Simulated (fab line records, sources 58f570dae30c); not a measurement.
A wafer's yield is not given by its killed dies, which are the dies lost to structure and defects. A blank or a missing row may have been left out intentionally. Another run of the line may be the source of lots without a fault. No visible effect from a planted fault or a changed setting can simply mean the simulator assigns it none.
fab line records ; flow berkeley-cmos170
record: lots: 14; wafers: 42; last-day: 13
route steps=331 shown ZERO@13 NWELL@16 ACTIVE@73 SCREENOX@101
lots that met no fault: taken from a fault-free run of the same line
start-h: hours from the record's opening day to when the first of the lot's shown wafers began ; wait-h: hours since the lot's step before ; " unchanged from the row above ; L1.1+2: a single row standing in for several wafers ; - no value present, or no start provided ; * or withheld: withheld ; < > ~ a bound
route shown NAME@n: NAME is a module with steps in the file, n the number in the route of the first one ; usual: mean/standard deviation of fault-free wafers ; same: alike in all rows ; chamber/n: place in a boat ; sites: the reading at each site ; _std_site: their standard deviation ; _edge_site: outer sites' mean less inner sites' ; radius-mm: for every site, how far away it sits from the centre of the wafer ; mask NAME#n: copy n ; behind: the last tool/chamber to shape the wafer ; hold: the reason the lot was held/the length of the hold in hours/how it ended ; device: names the non-switching transistor (n, p or np) ; end of line: the route-end tests of the same wafers ; a step with no rows: only its recipe ; killed: dies that structure and defects cost at the first sort, which is not the same as the wafer's yield ; map: per-die view of a wafer (x killed, . not killed, _ where there is no die)
set.NAME: the setting the step ran with; set.NAME@STEP: the setting that earlier step ran with ; model.NAME: the simulator's own value behind a step, which no gauge read
a sample of lots followed through the steps of the route, with each step as a table and each wafer as a row
services: a tool's chamber out of use, with start hour (start-h, from the record's first day; less than 0 if before it), hours out, and reason
== steps ==
step: UCB170_ZERO_STRIP_07
recipe: chemistry: O2; power-w: 400; pressure-mtorr: 3500; platen-temp-c: withheld; o2-flow-sccm: 400; overash-fraction: 0.5
usual: chamber-pressure-mTorr: 3500/3.4; drypump-motor-current-A: 6.0/0.49; oes-product-au: 0.728/0.0044; strip-time-to-endpoint-s: 21.86/0.061
lot.wafer;tool;chamber;start-h;wait-h;chamber-pressure-mTorr;drypump-motor-current-A;oes-product-au;rf-hours-counter-h;strip-time-to-endpoint-s
L966.3;plasma-asher-01;1;22.91;0.0;3499;5.4;0.724;-;21.80
L966.4;plasma-asher-01;0;22.91;0.0;3497;6.4;0.729;-;21.77
L966.5;plasma-asher-01;0;22.91;0.0;3500;6.4;0.729;-;21.76
L968.3;plasma-asher-04;1;31.08;0.0;3502;6.1;0.722;-;21.90
L968.4;plasma-asher-04;0;31.08;0.0;3500;6.6;0.722;-;21.93
L968.5;plasma-asher-04;1;31.08;0.0;3502;6.1;0.728;-;21.89
L967.3;plasma-asher-01;1;31.29;0.0;3499;5.4;0.732;-;21.85
L967.5;plasma-asher-01;1;31.29;0.0;3499;5.4;0.733;-;21.89
L967.6;plasma-asher-01;0;31.29;0.0;3498;6.4;0.727;-;21.81
L969.1;plasma-asher-01;1;42.89;0.0;3504;5.4;0.728;28;21.94
L969.3;plasma-asher-01;1;42.89;0.0;3507;5.4;0.726;-;21.91
L969.6;plasma-asher-01;0;42.89;0.0;3499;6.4;0.736;-;21.86
L970.2;plasma-asher-04;1;43.10;0.0;3503;6.1;0.729;25;21.89
L970.3;plasma-asher-04;0;43.10;0.0;3505;6.6;0.726;-;21.91
L970.5;plasma-asher-04;1;43.10;0.0;3498;6.1;0.727;-;21.86
L973.2;plasma-asher-01;1;57.59;0.0;3497;5.4;0.730;30;21.94
L973.3;plasma-asher-01;0;57.59;0.0;3500;6.4;0.731;-;21.97
L973.5;plasma-asher-01;0;57.59;0.0;3497;6.4;0.731;-;21.96
L972.1;plasma-asher-04;0;57.83;0.0;3500;6.6;0.724;28;21.90
L972.4;plasma-asher-04;1;57.83;0.0;3501;6.1;0.719;-;21.86
L972.5;plasma-asher-04;1;57.83;0.0;3503;6.1;0.734;-;21.84
L974.3;plasma-asher-03;1;58.11;0.0;3500;5.3;0.727;-;21.78
L974.5;plasma-asher-03;0;58.11;0.0;3501;5.6;0.731;-;21.84
L974.6;plasma-asher-03;1;58.11;0.0;3497;5.3;0.728;-;21.82
L977.2;plasma-asher-01;0;75.56;0.0;3498;6.4;0.731;32;21.85
L977.3;plasma-asher-01;1;75.56;0.0;3500;5.4;0.731;-;21.85
L977.6;plasma-asher-01;0;75.56;0.0;3501;6.4;0.730;-;21.82
L978.1;plasma-asher-04;1;82.09;0.0;3507;6.1;0.725;30;21.84
L978.2;plasma-asher-04;0;82.09;0.0;3502;6.6;0.718;30;21.91
L978.4;plasma-asher-04;0;82.09;0.0;3500;6.6;0.733;-;21.85
L981.3;plasma-asher-03;1;94.16;0.0;3498;5.3;0.729;-;21.94
L981.4;plasma-asher-03;0;94.16;0.0;3499;5.6;0.730;-;21.94
L981.6;plasma-asher-03;0;94.16;0.0;3505;5.6;0.730;-;21.94
L986.1;plasma-asher-04;0;126.05;0.0;3507;6.6;0.728;36;21.87
L986.5;plasma-asher-04;1;126.05;0.0;3500;6.1;0.719;-;21.85
L986.6;plasma-asher-04;0;126.05;0.0;3502;6.6;0.737;-;21.84
L988.2;plasma-asher-01;1;132.86;0.0;3499;5.4;0.723;2;21.86
L988.3;plasma-asher-01;1;132.86;0.0;3501;5.4;0.727;-;21.87
L988.4;plasma-asher-01;0;132.86;0.0;3495;6.4;0.732;-;21.87
L989.1;plasma-asher-03;0;137.45;0.0;3500;5.6;0.735;37;21.86
L989.3;plasma-asher-03;1;137.45;0.0;3501;5.3;0.726;-;21.81
L989.4;plasma-asher-03;0;137.45;0.0;3499;5.6;0.729;-;21.94
step: UCB170_NWELL_THK_MEAS_02
recipe: reads: SiO2_of_NWELL_OXIDATION_01
usual: NWELL_OXIDE_THK: 26.7/0.41
lot.wafer;tool;chamber;start-h;wait-h;NWELL_OXIDE_THK[nm]
L966.3;film-metro-01;-;29.63;0.0;27.2
L966.4;film-metro-01;-;29.63;0.0;27.3
L966.5;film-metro-01;-;29.63;0.0;27.5
L967.3;film-metro-03;-;39.25;0.0;25.8
L967.5;film-metro-03;-;39.25;0.0;26.1
L967.6;film-metro-03;-;39.25;0.0;26.0
L968.3;film-metro-04;-;39.25;0.0;26.6
L968.4;film-metro-04;-;39.25;0.0;27.1
L968.5;film-metro-04;-;39.25;0.0;26.1
L969.1;film-metro-01;-;49.82;0.0;27.3
L969.3;film-metro-01;-;49.82;0.0;27.0
L969.6;film-metro-01;-;49.82;0.0;27.1
L970.2;film-metro-03;-;49.83;0.0;27.1
L970.3;film-metro-03;-;49.83;0.0;27.5
L970.5;film-metro-03;-;49.83;0.0;27.4
L972.1;film-metro-01;-;63.67;0.0;26.6
L972.4;film-metro-01;-;63.67;0.0;26.7
L972.5;film-metro-01;-;63.67;0.0;25.9
L973.2;film-metro-03;-;63.68;0.0;26.9
L973.3;film-metro-03;-;63.68;0.0;26.8
L973.5;film-metro-03;-;63.68;0.0;26.8
L974.3;film-metro-04;-;63.75;0.1;26.6
L974.5;film-metro-04;-;63.75;0.1;26.4
L974.6;film-metro-04;-;63.75;0.1;26.4
L977.2;film-metro-03;-;81.38;0.0;26.5
L977.3;film-metro-03;-;81.38;0.0;26.3
L977.6;film-metro-03;-;81.38;0.0;26.7
L978.1;film-metro-04;-;88.15;0.0;26.7
L978.2;film-metro-04;-;88.15;0.0;25.8
L978.4;film-metro-04;-;88.15;0.0;26.6
L981.3;film-metro-03;-;100.48;0.0;26.8
L981.4;film-metro-03;-;100.48;0.0;26.6
L981.6;film-metro-03;-;100.48;0.0;26.5
L986.1;film-metro-01;-;133.54;0.0;27.6
L986.5;film-metro-01;-;133.54;0.0;27.4
L986.6;film-metro-01;-;133.54;0.0;27.0
L989.1;film-metro-01;-;139.14;0.0;26.5
L989.3;film-metro-01;-;139.14;0.0;26.3
L989.4;film-metro-01;-;139.14;0.0;26.3
L988.2;film-metro-04;-;139.15;0.0;26.8
L988.3;film-metro-04;-;139.15;0.0;26.8
L988.4;film-metro-04;-;139.15;0.0;26.6
step: UCB170_ACTIVE_CD_MEAS_13
recipe: target-cd-nm: 1200
usual: cd-nm: 1200.3/1.3
lot.wafer;tool;chamber;start-h;wait-h;cd-nm
L966.3;cd-sem-02;-;92.53;-;1199.3
L966.4;cd-sem-02;-;92.53;-;1201.3
L966.5;cd-sem-02;-;92.53;-;1200.0
L968.3;cd-sem-02;-;109.67;-;1198.0
L968.4;cd-sem-02;-;109.67;-;1199.6
L968.5;cd-sem-02;-;109.67;-;1200.0
L967.3;cd-sem-02;-;109.91;-;1200.0
L967.5;cd-sem-02;-;109.91;-;1200.7
L967.6;cd-sem-02;-;109.91;-;1200.7
L973.2;cd-sem-01;-;128.62;-;1202.3
L973.3;cd-sem-01;-;128.62;-;1201.7
L973.5;cd-sem-01;-;128.62;-;1202.7
L969.1;cd-sem-01;-;128.87;-;1199.5
L969.3;cd-sem-01;-;128.87;-;1199.3
L969.6;cd-sem-01;-;128.87;-;1199.2
L970.2;cd-sem-02;-;129.17;-;1199.9
L970.3;cd-sem-02;-;129.17;-;1200.1
L970.5;cd-sem-02;-;129.17;-;1200.0
L974.3;cd-sem-02;-;129.46;-;1199.0
L974.5;cd-sem-02;-;129.46;-;1200.1
L974.6;cd-sem-02;-;129.46;-;1200.0
L972.1;cd-sem-01;-;133.20;-;1200.1
L972.4;cd-sem-01;-;133.20;-;1199.6
L972.5;cd-sem-01;-;133.20;-;1199.5
L978.1;cd-sem-01;-;149.11;-;1200.5
L978.2;cd-sem-01;-;149.11;-;1199.8
L978.4;cd-sem-01;-;149.11;-;1199.2
L977.2;cd-sem-01;-;149.41;-;1200.3
L977.3;cd-sem-01;-;149.41;-;1201.2
L977.6;cd-sem-01;-;149.41;-;1200.4
L981.3;cd-sem-02;-;161.49;-;1200.3
L981.4;cd-sem-02;-;161.49;-;1199.5
L981.6;cd-sem-02;-;161.49;-;1198.9
L986.1;cd-sem-01;-;198.26;-;1200.2
L986.5;cd-sem-01;-;198.26;-;1199.7
L986.6;cd-sem-01;-;198.26;-;1200.3
L988.2;cd-sem-01;-;206.13;-;1201.2
L988.3;cd-sem-01;-;206.13;-;1202.5
L988.4;cd-sem-01;-;206.13;-;1201.7
L989.1;cd-sem-01;-;206.30;-;1200.6
L989.3;cd-sem-01;-;206.30;-;1200.9
L989.4;cd-sem-01;-;206.30;-;1201.3
step: UCB170_SCREENOX_OXIDATION_01
recipe: temp-c: 900; ambient: O2; target-thk-a: 144; ox-time-s: 2400
lot.wafer;tool;chamber;start-h;wait-h
L966.3+4+5;furnace-04;0;126.84;4.7
L967.3+5+6;furnace-01;0;141.83;3.7
L968.3+4+5;furnace-01;0;141.83;3.7
L969.1+3+6;furnace-04;0;158.47;5.4
L970.2+3+5;furnace-04;0;158.47;5.5
L972.1+4+5;furnace-04;0;158.47;5.4
L973.2+3+5;furnace-04;0;158.47;5.4
L974.3+5+6;furnace-04;0;158.47;5.5
L977.2+3+6;furnace-04;0;178.97;4.5
L978.1+2+4;furnace-04;0;178.97;4.5
L981.3+4+6;furnace-02;0;191.34;3.7
L986.1+5+6;furnace-02;0;229.70;4.8
L988.2+3+4;furnace-02;0;238.88;2.7
L989.1+3+4;furnace-02;0;238.88;2.7
step: UCB170_SCREENOX_THK_MEAS_02
recipe: reads: SiO2_of_SCREENOX_OXIDATION_01
usual: SCREENOX_OXIDE_THK: 14.39/0.27
lot.wafer;tool;chamber;start-h;wait-h;SCREENOX_OXIDE_THK[nm]
L966.3;film-metro-02;-;128.53;0.0;14.96
L966.4;film-metro-02;-;128.53;0.0;15.19
L966.5;film-metro-02;-;128.53;0.0;14.72
L967.3;film-metro-02;-;143.51;0.0;14.14
L967.5;film-metro-02;-;143.51;0.0;13.88
L967.6;film-metro-02;-;143.51;0.0;13.85
L968.3;film-metro-03;-;143.51;0.0;14.42
L968.4;film-metro-03;-;143.51;0.0;14.14
L968.5;film-metro-03;-;143.51;0.0;14.54
L970.2;film-metro-03;-;160.15;0.0;14.36
L970.3;film-metro-03;-;160.15;0.0;14.48
L970.5;film-metro-03;-;160.15;0.0;14.52
L974.3;film-metro-02;-;160.16;0.0;14.56
L974.5;film-metro-02;-;160.16;0.0;14.63
L974.6;film-metro-02;-;160.16;0.0;14.65
L969.1;film-metro-03;-;160.20;0.1;14.19
L969.3;film-metro-03;-;160.20;0.1;14.29
L969.6;film-metro-03;-;160.20;0.1;14.18
L972.1;film-metro-01;-;160.20;0.1;14.12
L972.4;film-metro-01;-;160.20;0.1;14.54
L972.5;film-metro-01;-;160.20;0.1;14.31
L973.2;film-metro-02;-;160.21;0.1;14.44
L973.3;film-metro-02;-;160.21;0.1;14.24
L973.5;film-metro-02;-;160.21;0.1;14.29
L978.1;film-metro-01;-;180.64;0.0;21.98
L978.2;film-metro-01;-;180.64;0.0;21.97
L978.4;film-metro-01;-;180.64;0.0;21.65
L977.2;film-metro-03;-;180.65;0.0;22.32
L977.3;film-metro-03;-;180.65;0.0;22.43
L977.6;film-metro-03;-;180.65;0.0;22.40
L981.3;film-metro-02;-;193.09;0.1;14.25
L981.4;film-metro-02;-;193.09;0.1;14.51
L981.6;film-metro-02;-;193.09;0.1;14.71
L986.1;film-metro-03;-;231.37;0.0;14.48
L986.5;film-metro-03;-;231.37;0.0;14.53
L986.6;film-metro-03;-;231.37;0.0;14.66
L988.2;film-metro-01;-;240.59;0.0;14.16
L988.3;film-metro-01;-;240.59;0.0;14.23
L988.4;film-metro-01;-;240.59;0.0;14.24
L989.1;film-metro-01;-;240.64;0.1;14.49
L989.3;film-metro-01;-;240.64;0.1;14.73
L989.4;film-metro-01;-;240.64;0.1;14.37
== services ==
tool;chamber;start-h;hours;kind
plasma-asher-01;-;3.74;1.8;repair
plasma-asher-03;-;42.34;14.6;pm
furnace-01;-;49.82;3.8;pm
plasma-asher-03;-;79.18;5.1;repair
plasma-asher-04;-;80.54;1.0;repair
furnace-01;-;83.66;2.3;pm
plasma-asher-04;-;84.98;2.1;repair
furnace-04;-;94.09;4.3;pm
plasma-asher-03;-;94.63;1.6;repair
plasma-asher-01;-;97.79;5.6;repair
plasma-asher-01;-;108.75;9.0;pm
plasma-asher-01;0;108.75;9.0;vent-cycle
plasma-asher-01;1;108.75;9.0;vent-cycle
plasma-asher-03;-;108.79;9.2;repair
furnace-02;-;110.26;6.1;pm
plasma-asher-03;-;113.06;1.4;repair
plasma-asher-03;-;125.65;2.8;pm
plasma-asher-04;-;127.14;1.7;repair
plasma-asher-04;-;127.64;11.0;repair
plasma-asher-03;-;175.78;0.5;repair
furnace-02;-;178.14;2.0;pm
plasma-asher-04;-;192.81;0.7;repair
furnace-02;-;215.06;3.6;pm
furnace-01;-;219.23;3.7;pm
== key ==
first-sign: step: UCB170_SCREENOX_THK_MEAS_02; reading: SCREENOX_OXIDE_THK; direction: up; sigmas: 29; usual: 14.39; struck: 22.13
effect none on later readings
met-at UCB170_SCREENOX_OXIDATION_01
struck-lots L977,L978
tester-left-out L977,L978
not-acting-at UCB170_ZERO_STRIP_07,UCB170_NWELL_THK_MEAS_02,UCB170_ACTIVE_CD_MEAS_13
onset-between 158.47 178.97
fault: kind: process-parameter-drift; tool: furnace-04; chamber: -; onset-h: 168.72; steps: UCB170_SCREENOX_OXIDATION_01; channel: ox-time-s; offset: *; shape: step; end-h: 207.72; acts-in: *; stated: *
tester-left-out: of these lots the tester's yield and bins aren't shown, on N5 and GAA mostly nor the transistor test; their killed dies are dies lost to structure and defects alone, not to doping, threshold or leakage, so they don't give the yield
